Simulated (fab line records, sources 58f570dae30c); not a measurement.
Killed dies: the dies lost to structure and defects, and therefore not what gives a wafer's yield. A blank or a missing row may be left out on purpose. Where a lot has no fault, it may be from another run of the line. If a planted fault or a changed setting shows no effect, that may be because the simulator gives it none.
What tool caused it? + flow berkeley cmos170 + 14 lots, 38 wafers sampled, at 5 steps of a route of 331

WHAT EACH GAUGE READ, for each wafer
UCB170_PLDD_CD_MEAS_06: the cd target is 1200 nm.
| lot  | measured     | on        | cd nm (nm)           |
|------|--------------|-----------|----------------------|
| L405 | day 6 08:20  | cd sem-02 | 1201.8 1199.5 1201.6 |
| L406 | day 6 17:20  | cd sem-02 | 1199.8 1200.9 1200.1 |
| L407 | day 7 01:31  | cd sem-02 | 1199.5 1199.7 1200.0 |
| L410 | day 7 08:43  | cd sem-01 | 1198.5 1198.3 1199.1 |
| L409 | day 7 09:02  | cd sem-02 | 1200.6 1201.1 1199.9 |
| L411 | day 8 01:46  | cd sem-02 | 1198.4 1198.1 1197.6 |
| L415 | day 8 07:13  | cd sem-02 | 1199.1 1200.0 1199.0 |
| L414 | day 8 07:47  | cd sem-02 | 1199.8 1200.1 1199.8 |
| L419 | day 9 17:39  | cd sem-02 | 1199.5 1199.7 1199.2 |
| L421 | day 9 22:22  | cd sem-01 | 1201.6               |
| L425 | day 10 13:31 | cd sem-01 | 1200.2 1200.3 1200.1 |
| L423 | day 10 13:31 | cd sem-02 | 1202.0               |
| L424 | day 10 13:47 | cd sem-01 | 1198.5 1200.5 1199.6 |
| L426 | day 10 20:03 | cd sem-02 | 1203.1 1203.2 1204.3 |

UCB170_SDANNEAL_RS_MEAS_05: a four-point-probe measurement.
| lot  | measured     | on            | NLDD_RS (ohm/sq)  |
|------|--------------|---------------|-------------------|
| L405 | day 6 21:10  | film metro-02 | 617.5 616.2 616.9 |
| L406 | day 7 05:08  | film metro-03 | 615.3 615.9 614.8 |
| L407 | day 7 15:02  | film metro-03 | 614.8 615.3 615.7 |
| L410 | day 7 22:01  | film metro-01 | 616.3 616.5 618.9 |
| L409 | day 7 22:26  | film metro-02 | 616.2 614.6 613.4 |
| L411 | day 8 14:01  | film metro-01 | 616.1 614.4 614.3 |
| L415 | day 8 18:19  | film metro-02 | 616.0 616.9 615.6 |
| L414 | day 8 19:07  | film metro-03 | 613.8 614.7 613.9 |
| L419 | day 10 04:46 | film metro-01 | 614.8 614.9 613.4 |
| L421 | day 10 10:23 | film metro-02 | 616.7             |
| L425 | day 11 02:19 | film metro-03 | 615.3 614.3 614.8 |
| L423 | day 11 02:31 | film metro-02 | 617.4             |
| L424 | day 11 02:37 | film metro-01 | 617.6 616.2 617.8 |
| L426 | day 11 07:20 | film metro-03 | 617.6 618.6 618.1 |

UCB170_V1_THK_MEAS_01.
| lot  | measured     | on            | V1_TEOS_THK (nm) |
|------|--------------|---------------|------------------|
| L405 | day 7 09:39  | film metro-03 | 2001 1990 2016   |
| L406 | day 7 17:32  | film metro-02 | 1977 1966 2011   |
| L407 | day 8 03:49  | film metro-03 | 1969 1950 1982   |
| L410 | day 8 10:30  | film metro-02 | 1953 1957 1990   |
| L409 | day 8 10:31  | film metro-04 | 1987 2020 2023   |
| L411 | day 9 01:10  | film metro-04 | 1976 2008 2011   |
| L415 | day 9 04:49  | film metro-04 | 1992 2046 1989   |
| L414 | day 9 07:38  | film metro-03 | 1968 2004 2024   |
| L419 | day 10 16:14 | film metro-04 | 1986 2033 2024   |
| L421 | day 10 21:46 | film metro-02 | 1446             |
| L425 | day 11 16:37 | film metro-03 | 1973 2041 2037   |
| L423 | day 11 16:37 | film metro-04 | 1398             |
| L424 | day 11 16:36 | film metro-02 | 1948 1982 2017   |
| L426 | day 11 20:53 | film metro-04 | 2013 2032 2020   |

WHICH TOOL RAN EACH LOT (tool, then ch and the chambers of the sampled wafers, then the start)
| lot  | UCB170_GATE_ETCH_15             | UCB170_V1_CVD_00                |
|------|---------------------------------|---------------------------------|
| L405 | rie si-02 ch 0,1,3, day 6 06:32 | pecvd-04 ch 0,1, day 7 09:30    |
| L406 | rie si-01 ch 0,1,3, day 6 15:27 | pecvd-01 ch 0,2, day 7 17:23    |
| L407 | rie si-02 ch 0,3, day 6 23:47   | pecvd-01 ch 1,2, day 8 03:40    |
| L410 | rie si-02 ch 1,2,3, day 7 06:58 | pecvd-01 ch 0,1,2, day 8 10:21  |
| L409 | rie si-01 ch 1,2, day 7 07:13   | pecvd-04 ch 1,2, day 8 10:21    |
| L411 | rie si-02 ch 1,3, day 8 00:28   | pecvd-01 ch 0,1, day 9 01:00    |
| L415 | rie si-01 ch 2,3, day 8 05:41   | pecvd-04 ch 0,1,2, day 9 04:38  |
| L414 | rie si-01 ch 0,1,3, day 8 05:57 | pecvd-03 ch 1,2, day 9 07:28    |
| L419 | rie si-01 ch 0,1,3, day 9 15:55 | pecvd-04 ch 0,1,2, day 10 16:05 |
| L421 | rie si-01 ch 2, day 9 20:44     | pecvd-01 ch 0, day 10 21:36     |
| L425 | rie si-02 ch 1,2, day 10 11:49  | pecvd-03 ch 0,1,2, day 11 16:26 |
| L423 | rie si-01 ch 2, day 10 11:52    | pecvd-01 ch 0, day 11 16:26     |
| L424 | rie si-02 ch 0,2, day 10 12:08  | pecvd-04 ch 0,1, day 11 16:26   |
| L426 | rie si-01 ch 0,3, day 10 18:36  | pecvd-04 ch 0,1,2, day 11 20:43 |
- UCB170_GATE_ETCH_15: etches poly-Si in HBr/Cl2, stops on SiO2, time 56.3 s, target depth 278.2 nm.
- UCB170_V1_CVD_00: deposits SiO2 from TEOS/O2, target thk 2000 nm, time 250 s.

WHAT THE TOOLS THEMSELVES READ (means of the sampled wafers that have a number; where no wafer has one, the mark that the record gives instead)
UCB170_GATE_ETCH_15.
| lot  | tool      | chamber pressure mTorr (mTorr) | drypump motor current A (A) | oes product au (a.u.) | rf fwd power W (W) | throttle valve pct (%) |
|------|-----------|--------------------------------|-----------------------------|-----------------------|--------------------|------------------------|
| L405 | rie si-02 | 15.001                         | 5.89                        | 0.837                 | 296.4              | 26.35                  |
| L406 | rie si-01 | 15.004                         | 5.88                        | 0.836                 | 296.1              | 26.38                  |
| L407 | rie si-02 | 14.989                         | 5.83                        | 0.831                 | 296.4              | 26.38                  |
| L410 | rie si-02 | 15.006                         | 5.90                        | 0.838                 | 297.3              | 26.46                  |
| L409 | rie si-01 | 15.006                         | 5.70                        | 0.840                 | 296.2              | 26.61                  |
| L411 | rie si-02 | 14.995                         | 6.05                        | 0.847                 | 296.6              | 26.33                  |
| L415 | rie si-01 | 14.996                         | 6.10                        | 0.851                 | 297.8              | 26.61                  |
| L414 | rie si-01 | 15.003                         | 5.88                        | 0.835                 | 297.8              | 26.37                  |
| L419 | rie si-01 | 15.006                         | 5.90                        | 0.838                 | 295.9              | 26.37                  |
| L421 | rie si-01 | 15.023                         | 6.03                        | 0.847                 | 300.0              | 26.80                  |
| L425 | rie si-02 | 14.980                         | 5.81                        | 0.829                 | 297.7              | 26.45                  |
| L423 | rie si-01 | 15.011                         | 6.04                        | 0.847                 | 297.1              | 26.80                  |
| L424 | rie si-02 | 15.003                         | 5.70                        | 0.836                 | 297.6              | 26.52                  |
| L426 | rie si-01 | 14.998                         | 6.15                        | 0.829                 | 296.7              | 26.28                  |

UCB170_V1_CVD_00.
| lot  | tool     | heater power w (W) | rf fwd power W (W) |
|------|----------|--------------------|--------------------|
| L405 | pecvd-04 | 314                | 548.5              |
| L406 | pecvd-01 | 309                | 548.2              |
| L407 | pecvd-01 | 292                | 546.8              |
| L410 | pecvd-01 | 260                | 548.2              |
| L409 | pecvd-04 | 244                | 548.1              |
| L411 | pecvd-01 | 228                | 549.1              |
| L415 | pecvd-04 | 312                | 548.3              |
| L414 | pecvd-03 | 261                | 546.7              |
| L419 | pecvd-04 | 304                | 547.7              |
| L421 | pecvd-01 | 228                | 551.7              |
| L425 | pecvd-03 | 263                | 547.9              |
| L423 | pecvd-01 | 204                | 547.8              |
| L424 | pecvd-04 | 323                | 547.2              |
| L426 | pecvd-04 | 268                | 548.1              |

THE ANSWER, worked out from the rows above alone
Rule: what is usual is taken from the lots themselves. Put in order of their means at a reading, lots are off if they are a third of the lots or fewer, leave a main group of 4 or more, and stand apart from it by a gap of 3 or more times the standard deviation of the main group's means; of several such gaps the widest counts. If all means in a main group match to the digits the tables above print for the reading, that group is not used. A lot without any number at a reading at which 4 lots or more have one is off too. The other lots that the step has rows for count as sound. Order of review: gauges by route order, followed by the tools' own readings, for which a lot's mean as printed above is used. At the first step where some lot is off, the reading lying furthest off is the one used; lots without a number count as furthest.
Off: L421, L423, at UCB170_V1_THK_MEAS_01 (V1_TEOS_THK). The main group has a mean of 1998 nm with a standard deviation of 18.
A tool fits if, at a process step before that reading, it ran every lot that is off, and no sound lot after the first of them. Those tools and the gauges at UCB170_V1_THK_MEAS_01 are tried in the same way. One candidate fits, namely pecvd-01 at UCB170_V1_CVD_00. A fault onset in the window from L411 (day 9 01:00, its last sound lot) to L421 (day 10 21:36, its first lot off) fits.

WHAT WAS PUT IN BY THE SIMULATOR
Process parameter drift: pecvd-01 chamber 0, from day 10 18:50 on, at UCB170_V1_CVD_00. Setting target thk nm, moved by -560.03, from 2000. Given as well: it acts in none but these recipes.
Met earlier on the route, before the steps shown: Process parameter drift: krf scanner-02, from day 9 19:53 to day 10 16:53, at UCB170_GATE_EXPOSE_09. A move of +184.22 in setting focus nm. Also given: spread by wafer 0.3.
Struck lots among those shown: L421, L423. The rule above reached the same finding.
